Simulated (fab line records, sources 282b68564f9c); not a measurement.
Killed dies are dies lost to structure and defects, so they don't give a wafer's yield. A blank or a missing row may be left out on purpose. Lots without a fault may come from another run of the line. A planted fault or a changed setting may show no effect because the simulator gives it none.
fab line records | flow rit_cmos
record lots=6 wafers=18 last_day=7
route steps=202 shown SDANNEAL@156 PSD@157 NSD@158 PLDD@159 NLDD@160 SILICIDE@161 CONTACT@168 M1@202
lots that met no fault: from a run of the same line without faults
start_h: hours from the record's first day to the start of the lot's first wafer shown | wait_h: hours since the lot's step before | " the same as in the row above | L1.1+2: a row that stands for several wafers | - no value, or no start given | * or withheld: withheld | < > ~ a bound
route shown NAME@n: a module of which the file shows steps, and the number in the route of the first | usual: mean/standard deviation of fault-free wafers | same: alike in all rows | chamber/n: place in a boat | sites: the reading at each site | _std_site: their standard deviation | _edge_site: outer sites' mean less inner sites' | radius_mm: how far each site lies from the wafer's centre | mask NAME#n: copy n | behind: the tool/chamber that last shaped the wafer | hold: why the lot was held/for how many hours/how that ended | device: the transistor (n, p or np) that didn't switch | end of line: the same wafers' tests at the end of the route | a step without rows: its recipe alone | killed: dies lost to structure and defects at the first sort, not the wafer's yield | map: a wafer's dies, x killed, . not, _ none there
set.NAME: the setting as run; set.NAME@STEP: as run at that earlier step | model.NAME: the simulator's own value behind a step, which no gauge read
lots at some steps of the route; a table a step, a row a wafer
services: from which hour (start_h, from the record's first day; less than 0 if before it) a tool's chamber was out of use, for how many hours, and why
## steps
# step RIT_SDANNEAL_RTA_03
# recipe temp_c=1050 time_s=5 idle_temp_c=600 ramp_up_c_per_s=342 ramp_down_c_per_s=171 cool_to_c=600 ambient=N2
# usual ramp_down_c_per_s=171.00/0.028 wafer_temp_C_max=1053.5/1.1
# same time_s=5
# columns lot.wafer tool chamber start_h wait_h ramp_down_c_per_s wafer_temp_C_max
L265.3 rtp_anneal-02 0 78.83 0.0 170.96 1053.5
L265.5 " 0 " " 171.04 1056.4
L265.6 " 0 " " 171.00 1054.3
L266.1 rtp_anneal-01 0 81.95 0.0 171.02 1053.7
L266.2 " 0 " " 170.97 1053.9
L266.3 " 0 " " 170.96 1053.6
L271.1 rtp_anneal-02 0 105.55 0.0 170.99 1054.1
L271.2 " 0 " " 170.97 1053.4
L271.6 " 0 " " 170.99 1052.4
L274.2 rtp_anneal-01 0 124.00 0.0 170.97 1051.8
L274.4 " 0 " " 171.02 1054.1
L274.5 " 0 " " 171.00 1055.4
L278.1 rtp_anneal-01 0 144.68 0.0 171.02 1053.7
L278.3 " 0 " " 171.00 1053.7
L278.4 " 0 " " 171.00 1053.8
L283.2 rtp_anneal-02 0 166.01 0.0 170.98 1057.8
L283.3 " 0 " " 171.01 1055.2
L283.6 " 0 " " 171.03 1052.8
# step RIT_SDANNEAL_RS_MEAS_04
# recipe thk_meas_gauge=four-point-probe
# usual PSD_RS=115.82/0.29
# columns lot.wafer tool chamber start_h wait_h PSD_RS[ohm/sq]
L265.3 film_metro-01 - 78.91 0.1 115.71
L265.5 " - " " 116.07
L265.6 " - " " 115.67
L266.1 film_metro-04 - 82.01 0.0 115.40
L266.2 " - " " 115.38
L266.3 " - " " 115.45
L271.1 film_metro-01 - 105.61 0.0 116.03
L271.2 " - " " 116.22
L271.6 " - " " 115.61
L274.2 film_metro-01 - 124.07 0.1 116.04
L274.4 " - " " 115.94
L274.5 " - " " 116.06
L278.1 film_metro-01 - 144.74 0.0 115.86
L278.3 " - " " 116.25
L278.4 " - " " 116.41
L283.2 film_metro-04 - 166.08 0.1 115.45
L283.3 " - " " 115.18
L283.6 " - " " 115.30
# step RIT_SDANNEAL_RS_MEAS_05
# recipe thk_meas_gauge=four-point-probe
# usual NSD_RS=84.5/0.31
# columns lot.wafer tool chamber start_h wait_h NSD_RS[ohm/sq]
L265.3 film_metro-01 - 79.03 0.1 84.6
L265.5 " - " " 84.8
L265.6 " - " " 84.4
L266.1 film_metro-04 - 82.13 0.1 84.7
L266.2 " - " " 84.6
L266.3 " - " " 84.7
L271.1 film_metro-01 - 105.73 0.1 84.6
L271.2 " - " " 84.6
L271.6 " - " " 84.6
L274.2 film_metro-01 - 124.19 0.1 85.0
L274.4 " - " " 84.6
L274.5 " - " " 84.7
L278.1 film_metro-01 - 144.86 0.1 85.0
L278.3 " - " " 85.1
L278.4 " - " " 84.8
L283.2 film_metro-04 - 166.20 0.1 84.0
L283.3 " - " " 84.2
L283.6 " - " " 84.3
# step RIT_SDANNEAL_RS_MEAS_06
# recipe thk_meas_gauge=four-point-probe
# usual PLDD_RS=178.5/0.52
# columns lot.wafer tool chamber start_h wait_h PLDD_RS[ohm/sq]
L265.3 film_metro-01 - 79.15 0.1 178.8
L265.5 " - " " 178.4
L265.6 " - " " 178.5
L266.1 film_metro-04 - 82.25 0.1 178.4
L266.2 " - " " 178.1
L266.3 " - " " 178.0
L271.1 film_metro-01 - 105.85 0.1 178.9
L271.2 " - " " 179.3
L271.6 " - " " 178.4
L274.2 film_metro-01 - 124.31 0.1 178.7
L274.4 " - " " 178.8
L274.5 " - " " 178.7
L278.1 film_metro-01 - 144.98 0.1 178.8
L278.3 " - " " 178.8
L278.4 " - " " 179.1
L283.2 film_metro-04 - 166.32 0.1 178.0
L283.3 " - " " 178.2
L283.6 " - " " 178.0
# step RIT_SDANNEAL_RS_MEAS_07
# recipe thk_meas_gauge=four-point-probe
# usual NLDD_RS=151.6/0.6
# columns lot.wafer tool chamber start_h wait_h NLDD_RS[ohm/sq]
L265.3 film_metro-01 - 79.27 0.1 152.0
L265.5 " - " " 151.8
L265.6 " - " " 151.6
L266.1 film_metro-04 - 82.37 0.1 151.9
L266.2 " - " " 151.6
L266.3 " - " " 151.9
L271.1 film_metro-01 - 105.97 0.1 151.7
L271.2 " - " " 152.1
L271.6 " - " " 151.6
L274.2 film_metro-01 - 124.43 0.1 152.7
L274.4 " - " " 152.4
L274.5 " - " " 152.6
L278.1 film_metro-01 - 145.10 0.1 150.9
L278.3 " - " " 151.0
L278.4 " - " " 151.3
L283.2 film_metro-04 - 166.44 0.1 151.6
L283.3 " - " " 151.3
L283.6 " - " " 150.2
# step RIT_SILICIDE_WET_ETCH_00
# recipe chemistry=BOE target=SiO2 target_depth_nm=14 time_s=15 dry=n2_spin dilution=10:1 temp_c=21.5
# step RIT_SILICIDE_SPUTTER_01
# recipe material=Ti target_thk_nm=30 power_w=350 chamber_pressure_pa=0.667 gas=Ar time_s=240 substrate_temp_c=25
# usual throttle_valve_pct=29.9/1
# same time_s=240
# columns lot.wafer tool chamber start_h wait_h throttle_valve_pct
L265.3 pvd_sputter-01 - 79.36 0.0 30.6
L265.5 " - " " 30.2
L265.6 " - " " 30.2
L266.1 pvd_sputter-02 - 82.50 0.0 29.1
L266.2 " - " " 31.8
L266.3 " - " " 28.6
L271.1 pvd_sputter-03 - 106.10 0.0 29.7
L271.2 " - " " 28.3
L271.6 " - " " 29.8
L274.2 pvd_sputter-02 - 124.54 0.0 31.6
L274.4 " - " " 29.8
L274.5 " - " " 29.7
L278.1 pvd_sputter-02 - 145.23 0.0 29.7
L278.3 " - " " 29.2
L278.4 " - " " 31.6
L283.2 pvd_sputter-01 - 166.56 0.0 30.6
L283.3 " - " " 30.3
L283.6 " - " " 30.1
# step RIT_SILICIDE_RS_MEAS_02
# recipe thk_meas_gauge=four-point-probe reads=Ti_of_SILICIDE_SPUTTER_01
# usual SILICIDE_TI_RS=47.7/0.7
# columns lot.wafer tool chamber start_h wait_h SILICIDE_TI_RS[ohm/sq]
L265.3 film_metro-02 - 79.55 0.1 47.8
L265.5 " - " " 47.8
L265.6 " - " " 48.3
L266.1 film_metro-03 - 82.65 0.1 47.1
L266.2 " - " " 47.9
L266.3 " - " " 47.7
L271.1 film_metro-03 - 106.25 0.1 48.1
L271.2 " - " " 47.1
L271.6 " - " " 48.6
L274.2 film_metro-01 - 124.71 0.1 48.3
L274.4 " - " " 48.5
L274.5 " - " " 48.9
L278.1 film_metro-03 - 145.38 0.1 48.0
L278.3 " - " " 47.0
L278.4 " - " " 47.3
L283.2 film_metro-03 - 166.73 0.1 48.7
L283.3 " - " " 48.9
L283.6 " - " " 49.2
# step RIT_SILICIDE_THK_MEAS_03
# recipe thk_meas_gauge=xrf reads=Ti_of_SILICIDE_SPUTTER_01
# usual SILICIDE_TI_THK=29.7/0.38
# columns lot.wafer tool chamber start_h wait_h SILICIDE_TI_THK[nm]
L265.3 film_metro-02 - 79.65 0.1 29.7
L265.5 " - " " 29.6
L265.6 " - " " 29.5
L266.1 film_metro-03 - 82.77 0.1 29.8
L266.2 " - " " 29.3
L266.3 " - " " 29.5
L271.1 film_metro-03 - 106.37 0.1 29.3
L271.2 " - " " 29.7
L271.6 " - " " 29.0
L274.2 film_metro-01 - 124.82 0.1 29.3
L274.4 " - " " 29.4
L274.5 " - " " 29.0
L278.1 film_metro-03 - 145.50 0.1 29.3
L278.3 " - " " 29.7
L278.4 " - " " 29.7
L283.2 film_metro-03 - 166.84 0.1 29.0
L283.3 " - " " 28.9
L283.6 " - " " 28.7
# step RIT_SILICIDE_RTA_04
# recipe temp_c=650 time_s=10 idle_temp_c=25 ramp_up_s=5 ramp_down_s=5 cool_to_c=25 ambient=N2
# usual wafer_temp_C_max=653.6/0.76
# same time_s=10
# columns lot.wafer tool chamber start_h wait_h wafer_temp_C_max
L265.3 rtp_anneal-01 0 79.71 0.1 653.7
L265.5 " 0 " " 653.1
L265.6 " 0 " " 655.2
L266.1 rtp_anneal-02 0 82.83 0.1 652.6
L266.2 " 0 " " 653.3
L266.3 " 0 " " 652.6
L271.1 rtp_anneal-01 0 106.43 0.1 654.0
L271.2 " 0 " " 653.3
L271.6 " 0 " " 654.2
L274.2 rtp_anneal-02 0 124.89 0.1 653.2
L274.4 " 0 " " 653.9
L274.5 " 0 " " 652.2
L278.1 rtp_anneal-02 0 145.56 0.1 652.8
L278.3 " 0 " " 653.4
L278.4 " 0 " " 653.2
L283.2 rtp_anneal-01 0 166.90 0.1 653.0
L283.3 " 0 " " 654.0
L283.6 " 0 " " 654.0
# step RIT_SILICIDE_WET_ETCH_05
# recipe chemistry=SPM target=Ti temp_c=90 time_s=120 dry=n2_spin
# step RIT_SILICIDE_RTA_06
# recipe temp_c=750 time_s=10 idle_temp_c=25 ramp_up_s=5 ramp_down_s=10 cool_to_c=25 ambient=N2
# usual wafer_temp_C_max=754.2/0.85
# same time_s=10
# columns lot.wafer tool chamber start_h wait_h wafer_temp_C_max
L265.3 rtp_anneal-02 0 79.82 0.0 753.9
L265.5 " 0 " " 753.5
L265.6 " 0 " " 755.2
L266.1 rtp_anneal-01 0 82.94 0.0 753.5
L266.2 " 0 " " 754.6
L266.3 " 0 " " 754.3
L271.1 rtp_anneal-02 0 106.54 0.0 754.5
L271.2 " 0 " " 753.8
L271.6 " 0 " " 752.6
L274.2 rtp_anneal-01 0 124.99 0.0 753.5
L274.4 " 0 " " 753.6
L274.5 " 0 " " 754.8
L278.1 rtp_anneal-01 0 145.67 0.0 755.2
L278.3 " 0 " " 754.7
L278.4 " 0 " " 755.3
L283.2 rtp_anneal-02 0 167.01 0.0 754.4
L283.3 " 0 " " 753.5
L283.6 " 0 " " 753.3
# step RIT_CONTACT_CVD_00
# recipe material=SiO2 target_thk_nm=400 precursor=TEOS temp_c=390 time_s=61 rf_w=400
# usual heater_power_w=324/57
# columns lot.wafer tool chamber start_h wait_h heater_power_w model.SiO2_of_CONTACT_CVD_00.thk_nm
L265.3 pecvd-04 2 79.86 0.0 381 404.6
L265.5 " 1 " " 316 401.8
L265.6 " 2 " " 382 412.7
L266.1 pecvd-02 2 83.00 0.1 396 401.1
L266.2 " 0 " " 379 387.5
L266.3 " 1 " " 243 402
L271.1 pecvd-04 2 106.61 0.1 407 528.3
L271.2 " 1 " " 304 391.1
L271.6 " 2 " " 301 537.2
L274.2 pecvd-04 0 125.05 0.0 345 398.2
L274.4 " 2 " " 355 541.3
L274.5 " 0 " " 351 399
L278.1 pecvd-02 0 145.74 0.1 384 392.1
L278.3 " 1 " " 257 392.1
L278.4 " 0 " " 393 395.3
L283.2 pecvd-03 2 167.06 0.0 385 393.1
L283.3 " 2 " " 289 400.9
L283.6 " 0 " " 355 401
# step RIT_CONTACT_THK_MEAS_01
# recipe reads=SiO2_of_CONTACT_CVD_00
# usual CONTACT_TEOS_THK=400/5.7
# columns lot.wafer tool chamber start_h wait_h CONTACT_TEOS_THK[nm]
L265.3 film_metro-03 - 79.93 0.0 405
L265.5 " - " " 402
L265.6 " - " " 412
L266.1 film_metro-04 - 83.06 0.0 401
L266.2 " - " " 388
L266.3 " - " " 402
L271.1 film_metro-02 - 106.66 0.0 529
L271.2 " - " " 392
L271.6 " - " " 537
L274.2 film_metro-02 - 125.11 0.0 398
L274.4 " - " " 541
L274.5 " - " " 399
L278.1 film_metro-02 - 145.79 0.0 392
L278.3 " - " " 392
L278.4 " - " " 395
L283.2 film_metro-02 - 167.15 0.1 393
L283.3 " - " " 400
L283.6 " - " " 401
# step RIT_CONTACT_HMDS_02
# recipe prime_time_s=60 prime_temp_c=140
# step RIT_CONTACT_COAT_03
# recipe resist=NOVOLAK spin_rpm=3250 resist_thk_nm=1000
# step RIT_CONTACT_SOFTBAKE_04
# recipe resist=NOVOLAK temp_c=90 time_s=60
# step RIT_CONTACT_EXPOSE_05
# recipe mask_id=M11 na=0.6 source_shape=conventional sigma_outer=0.5 target_cd_nm=1000 dose_mj=250
# step RIT_CONTACT_PEB_06
# recipe resist=NOVOLAK temp_c=withheld time_s=withheld
# step RIT_CONTACT_DEVELOP_07
# recipe resist=NOVOLAK develop_time_s=120 dev_temp_c=23
# step RIT_CONTACT_CD_MEAS_08
# recipe target_cd_nm=1000
# usual cd_nm=1000.9/2.3
# columns lot.wafer tool chamber start_h wait_h cd_nm
L265.3 cd_sem-02 - 81.11 - 1004.1
L265.5 " - " " 1004.4
L265.6 " - " " 1004.1
L266.1 cd_sem-01 - 84.08 - 999.5
L266.2 " - " " 1000.3
L266.3 " - " " 1001.9
L271.1 cd_sem-02 - 107.69 - 1002.8
L271.2 " - " " 1001.5
L271.6 " - " " 1000.0
L274.2 cd_sem-01 - 126.27 - 1000.4
L274.4 " - " " 1003.2
L274.5 " - " " 1001.9
L278.1 cd_sem-01 - 146.94 - 1002.2
L278.3 " - " " 999.7
L278.4 " - " " 999.6
L283.2 cd_sem-01 - 168.53 - 995.8
L283.3 " - " " 996.5
L283.6 " - " " 997.0
# step RIT_CONTACT_OVL_MEAS_09
# usual CONTACT_OVL=1.1/1.3
# columns lot.wafer tool chamber start_h wait_h CONTACT_OVL[nm]
L265.3 overlay-02 - 81.20 0.1 -0.9
L265.5 " - " " 0.0
L265.6 " - " " -0.2
L266.1 overlay-01 - 84.20 0.1 1.7
L266.2 " - " " 1.4
L266.3 " - " " 1.8
L271.1 overlay-02 - 107.81 0.1 -0.3
L271.2 " - " " 1.9
L271.6 " - " " 1.0
L274.2 overlay-02 - 126.38 0.1 0.9
L274.4 " - " " 3.1
L274.5 " - " " 1.1
L278.1 overlay-02 - 147.06 0.1 -1.7
L278.3 " - " " 0.3
L278.4 " - " " 0.5
L283.2 overlay-01 - 168.64 0.1 1.0
L283.3 " - " " 2.1
L283.6 " - " " 0.2
# step RIT_CONTACT_HARDBAKE_10
# recipe resist=NOVOLAK temp_c=140 time_s=60
# step RIT_CONTACT_ETCH_11
# recipe target_depth_a=4800 over_etch_frac=0.2 stop_on=TiSi2 chemistry=CHF3/CF4/Ar target=SiO2 CHF3_flow_sccm=50 cf4_flow_sccm=10 Ar_flow_sccm=100 O2_flow_sccm=5 pressure_mtorr=100 rf_w=200 time_s=320
# usual CHF3_flow_sccm=49.99/0.15 drypump_motor_current_A=6.0/0.44 oes_product_au=0.989/0.016 throttle_valve_pct=8.85/0.13
# same time_s=320
# columns lot.wafer tool chamber start_h wait_h CHF3_flow_sccm drypump_motor_current_A oes_product_au rf_hours_counter_h throttle_valve_pct model.CONTACT.feature_depth_nm model.etch.depth_nm
L265.3 rie_diel-03 1 81.37 0.1 49.92 6.3 0.990 131 8.83 404.6 404.6
L265.5 " 1 " " 50.06 6.3 0.988 - 8.83 401.8 401.8
L265.6 " 0 " " 49.83 6.1 0.963 - 8.65 412.7 412.7
L266.1 rie_diel-02 0 84.39 0.1 49.97 6.3 0.978 138 8.95 401.1 401.1
L266.2 " 1 " " 50.03 5.5 1.003 61 8.86 387.5 387.5
L266.3 " 3 " " 49.79 5.8 0.994 115 8.76 402 402
L271.1 rie_diel-02 2 107.99 0.1 49.76 5.3 1.007 1 9.06 489.1 489.1
L271.2 " 3 " " 49.81 5.8 0.987 115 8.76 391.1 391.1
L271.6 " 2 " " 49.87 5.3 1.012 - 9.05 488.7 488.7
L274.2 rie_diel-03 2 126.56 0.1 49.67 6.5 0.996 11 9.07 398.2 398.2
L274.4 " 3 " " 49.93 5.8 1.015 0 8.86 474.8 474.8
L274.5 " 3 " " 50.13 5.8 1.010 - 8.84 399 399
L278.1 rie_diel-02 0 147.41 0.1 49.99 6.3 0.974 139 8.95 392.1 392.1
L278.3 " 2 " " 50.17 5.3 0.998 1 9.04 392.1 392.1
L278.4 " 3 " " 49.95 5.8 0.992 116 8.77 395.3 395.3
L283.2 rie_diel-02 2 168.82 0.1 50.14 5.3 1.003 1 9.06 393.1 393.1
L283.3 " 3 " " 49.79 5.8 0.989 116 8.75 400.9 400.9
L283.6 " 3 " " 49.80 5.8 0.994 - 8.76 401 401
# step RIT_CONTACT_STRIP_12
# recipe chemistry=O2 time_s=180 resist=NOVOLAK platen_temp_c=withheld power_w=500 pressure_mtorr=4000 o2_flow_sccm=4000
# usual drypump_motor_current_A=5.90/0.3
# same time_s=180
# columns lot.wafer tool chamber start_h wait_h drypump_motor_current_A rf_hours_counter_h
L265.3 plasma_asher-02 1 81.62 0.2 5.93 -
L265.5 " 0 " " 6.31 -
L265.6 " 1 " " 5.94 -
L266.1 plasma_asher-04 1 84.58 0.1 5.53 43
L266.2 " 0 " " 6.22 43
L266.3 " 1 " " 5.51 -
L271.1 plasma_asher-03 1 108.19 0.1 5.81 31
L271.2 " 0 " " 5.92 31
L271.6 " 1 " " 5.82 -
L274.2 plasma_asher-04 0 126.75 0.1 6.20 1
L274.4 " 1 " " 5.52 -
L274.5 " 1 " " 5.52 -
L278.1 plasma_asher-04 0 147.60 0.1 6.21 3
L278.3 " 1 " " 5.51 -
L278.4 " 0 " " 6.18 -
L283.2 plasma_asher-03 0 169.01 0.1 5.94 38
L283.3 " 0 " " 5.88 -
L283.6 " 1 " " 5.80 -
# step RIT_CONTACT_CD_MEAS_90
# recipe target_cd_nm=1000
# usual cd_nm=1001.0/2.3
# columns lot.wafer tool chamber start_h wait_h cd_nm
L265.3 cd_sem-01 - 81.78 0.1 1003.6
L265.5 " - " " 1004.4
L265.6 " - " " 1004.3
L266.1 cd_sem-02 - 84.76 0.1 998.9
L266.2 " - " " 1000.0
L266.3 " - " " 1002.0
L271.1 cd_sem-01 - 108.36 0.1 1003.2
L271.2 " - " " 1001.2
L271.6 " - " " 999.9
L274.2 cd_sem-02 - 126.95 0.1 1000.6
L274.4 " - " " 1003.2
L274.5 " - " " 1001.2
L278.1 cd_sem-02 - 147.78 0.1 1002.7
L278.3 " - " " 1000.3
L278.4 " - " " 999.6
L283.2 cd_sem-02 - 169.21 0.1 997.4
L283.3 " - " " 996.5
L283.6 " - " " 996.6
# step RIT_CONTACT_CLEAN_13
# recipe chemistry=SC1 mix=3:3:50 time_s=600 temp_c=75
# same time_s=600
# columns lot.wafer tool chamber start_h wait_h model.SiO2_of_CONTACT_CVD_00.thk_nm
L265.3 wet_bench-02 0 81.86 0.1 400.6
L265.5 " 0 " " 397.8
L265.6 " 0 " " 408.6
L266.1 wet_bench-02 3 84.88 0.1 397
L266.2 " 3 " " 383.4
L266.3 " 3 " " 398
L271.1 wet_bench-03 1 108.48 0.1 524.3
L271.2 " 1 " " 387.1
L271.6 " 1 " " 533.1
L274.2 wet_bench-03 3 127.05 0.1 394.2
L274.4 " 3 " " 537.2
L274.5 " 3 " " 395
L278.1+3 wet_bench-03 0 147.90 0.1 387.9
L278.4 " 0 " " 391.2
L283.2 wet_bench-04 2 169.31 0.1 389
L283.3 " 2 " " 396.8
L283.6 " 2 " " 397
# step RIT_CONTACT_CLEAN_14
# recipe chemistry=SC2 mix=3:3:50 time_s=600 temp_c=75 dry=n2_spin
# step RIT_M1_PROBE_99
# usual killed_at_contacts=0.1/0.24 killed_at_front_end=7/3.2 killed_dies=7/3.2 killed_on_rim=1.9/1.4 killed_open=3.6/2.1 killed_short=3.5/2
# same gross_dies=264 killed_at_M0_to_M3=0 killed_at_M4_up=0 killed_at_back_side=0 killed_at_other=0
# columns lot.wafer tool chamber start_h wait_h killed_at_contacts killed_at_front_end killed_dies killed_on_rim killed_open killed_short
L266.1 prober-02 - 89.45 0.1 0 3 3 0 2 1
L266.2 prober-02 - 89.50 0.1 0 1 1 1 0 1
L266.3 prober-02 - 89.55 0.2 0 1 1 0 1 0
L271.1 prober-01 - 112.94 0.1 257 6 263 70 1 5
L271.6 prober-01 - 113.19 0.2 254 10 264 70 5 6
L274.4 prober-02 - 131.93 0.2 259 5 264 70 4 1
L278.1 prober-02 - 152.42 0.1 0 7 7 3 6 1
L278.3 prober-02 - 152.52 0.2 0 7 7 2 2 5
L278.4 prober-02 - 152.57 0.2 0 5 5 2 2 3
L283.2 prober-01 - 173.73 0.1 0 2 2 0 1 1
L283.3 prober-01 - 173.78 0.2 0 10 10 3 6 4
L283.6 prober-01 - 173.93 0.2 0 9 9 3 5 4
# killed by level:class
L266.1 GATE:geometric_particle:short=1 GATE:geometric_particle:open=1 SILICIDE:geometric_particle:open=1
L266.2 GATE:geometric_particle:short=1
L266.3 REOX:geometric_particle:open=1
L271.1 CONTACT:area_etch=257 SPACER:geometric_particle:short=3 GATE:geometric_particle:short=2 GATE:geometric_particle:open=1
L271.6 CONTACT:area_etch=253 GATE:geometric_particle:short=3 GATE:geometric_particle:open=2 SILICIDE:geometric_particle:open=2 FOX2:geometric_particle:short=1 SPACER:geometric_particle:short=1 SPACER:geometric_particle:open=1 CONTACT:geometric_particle:short=1
L274.4 CONTACT:area_etch=259 SPACER:geometric_particle:open=2 FOX1:geometric_particle:open=1 REOX:geometric_particle:open=1 SPACER:geometric_particle:short=1
L278.1 GATE:geometric_particle:open=3 FOX1:geometric_particle:open=2 FOX2:geometric_particle:open=1 SPACER:geometric_particle:short=1
L278.3 GATE:geometric_particle:short=4 FOX1:geometric_particle:short=1 FOX2:geometric_particle:open=1 SPACER:geometric_particle:open=1
L278.4 FOX1:geometric_particle:open=1 GATE:geometric_particle:short=1 REOX:geometric_particle:short=1 REOX:geometric_particle:open=1 SPACER:geometric_particle:short=1
L283.2 FOX2:geometric_particle:open=1 SILICIDE:geometric_particle:short=1
L283.3 FOX2:geometric_particle:open=3 GATE:geometric_particle:short=2 GATE:geometric_particle:open=1 REOX:geometric_particle:short=1 REOX:geometric_particle:open=1 SPACER:geometric_particle:short=1 SILICIDE:geometric_particle:open=1
L283.6 FOX1:geometric_particle:short=2 GATE:geometric_particle:open=2 SILICIDE:geometric_particle:short=2 REOX:geometric_particle:open=1 SPACER:geometric_particle:open=1 SILICIDE:geometric_particle:open=1
# map L271.6 (x killed, . not)
________xxxxxxx_______
_____xxxxxxxxxxxxx____
____xxxxxxxxxxxxxxx___
___xxxxxxxxxxxxxxxxx__
__xxxxxxxxxxxxxxxxxxx_
__xxxxxxxxxxxxxxxxxxx_
_xxxxxxxxxxxxxxxxxxxxx
_xxxxxxxxxxxxxxxxxxxxx
_xxxxxxxxxxxxxxxxxxxxx
_xxxxxxxxxxxxxxxxxxxxx
__xxxxxxxxxxxxxxxxxxx_
__xxxxxxxxxxxxxxxxxxx_
___xxxxxxxxxxxxxxxxx__
____xxxxxxxxxxxxxxx___
_____xxxxxxxxxxxxx____
________xxxxxxx_______
# map L274.4 (x killed, . not)
________xxxxxxx_______
_____xxxxxxxxxxxxx____
____xxxxxxxxxxxxxxx___
___xxxxxxxxxxxxxxxxx__
__xxxxxxxxxxxxxxxxxxx_
__xxxxxxxxxxxxxxxxxxx_
_xxxxxxxxxxxxxxxxxxxxx
_xxxxxxxxxxxxxxxxxxxxx
_xxxxxxxxxxxxxxxxxxxxx
_xxxxxxxxxxxxxxxxxxxxx
__xxxxxxxxxxxxxxxxxxx_
__xxxxxxxxxxxxxxxxxxx_
___xxxxxxxxxxxxxxxxx__
____xxxxxxxxxxxxxxx___
_____xxxxxxxxxxxxx____
________xxxxxxx_______
## services
# columns tool chamber start_h hours kind
rie_diel-02 2 58.13 - clean
rie_diel-02 2 58.13 14.6 scheduled_down
rie_diel-02 2 58.13 14.6 vent_cycle
pecvd-04 - 69.38 0.6 repair
wet_bench-02 - 69.78 1.2 repair
pecvd-03 - 81.66 1.6 repair
pvd_sputter-02 - 84.31 8.3 repair
rie_diel-02 1 107.61 3.9 repair
pecvd-03 - 108.05 2.5 repair
plasma_asher-04 - 108.75 9.0 pm
plasma_asher-04 0 108.75 9.0 vent_cycle
plasma_asher-04 1 108.75 9.0 vent_cycle
plasma_asher-03 - 109.64 4.5 repair
rie_diel-03 - 115.02 1.0 repair
plasma_asher-04 0 117.75 - clean
pecvd-03 2 122.50 5.7 repair
rie_diel-02 - 132.26 14.6 pm
plasma_asher-04 - 135.38 1.3 repair
plasma_asher-04 - 138.57 1.2 repair
pecvd-03 - 138.65 14.6 pm
wet_bench-03 - 149.80 8.0 repair
wet_bench-02 - 157.21 1.9 pm
rie_diel-02 3 160.30 6.1 repair
rie_diel-02 1 165.42 4.3 repair
## key
first_sign step=RIT_CONTACT_THK_MEAS_01 reading=CONTACT_TEOS_THK direction=up sigmas=24 usual=400 struck=536
effect step=RIT_M1_PROBE_99 reading=killed_at_contacts direction=up sigmas=99+ usual=0.1 struck=256.7
model_effect step=RIT_CONTACT_CVD_00 value=SiO2_of_CONTACT_CVD_00.thk_nm without=400.4 struck=535.6
model_effect step=RIT_CONTACT_ETCH_11 value=CONTACT.feature_depth_nm without=400.4 struck=484.2
model_effect step=RIT_CONTACT_CLEAN_13 value=SiO2_of_CONTACT_CVD_00.thk_nm without=396.3 struck=531.5
more_kills_born_at RIT_CONTACT_ETCH_11@rie_diel-02=510 RIT_CONTACT_ETCH_11@rie_diel-03=259
met_at RIT_CONTACT_CVD_00
struck_wafers L271.1,L271.6,L274.4
later_rows_left_out L271.1,L271.6,L274.4
tester_left_out L271,L274
onset_between 79.86 106.61
fault kind=process_parameter_drift tool=pecvd-04 chamber=2 onset_h=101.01 steps=RIT_CONTACT_CVD_00 channel=target_thk_nm offset=134.88 shape=step end_h=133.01 stated=400
# tester_left_out: of these lots the tester's yield and bins aren't shown, on N5 and GAA mostly nor the transistor test; their killed dies are dies lost to structure and defects alone, not to doping, threshold or leakage, so they don't give the yield
# later_rows_left_out: the simulator's readings of these wafers behind a module that went badly wrong aren't trusted and aren't shown, but for the sort
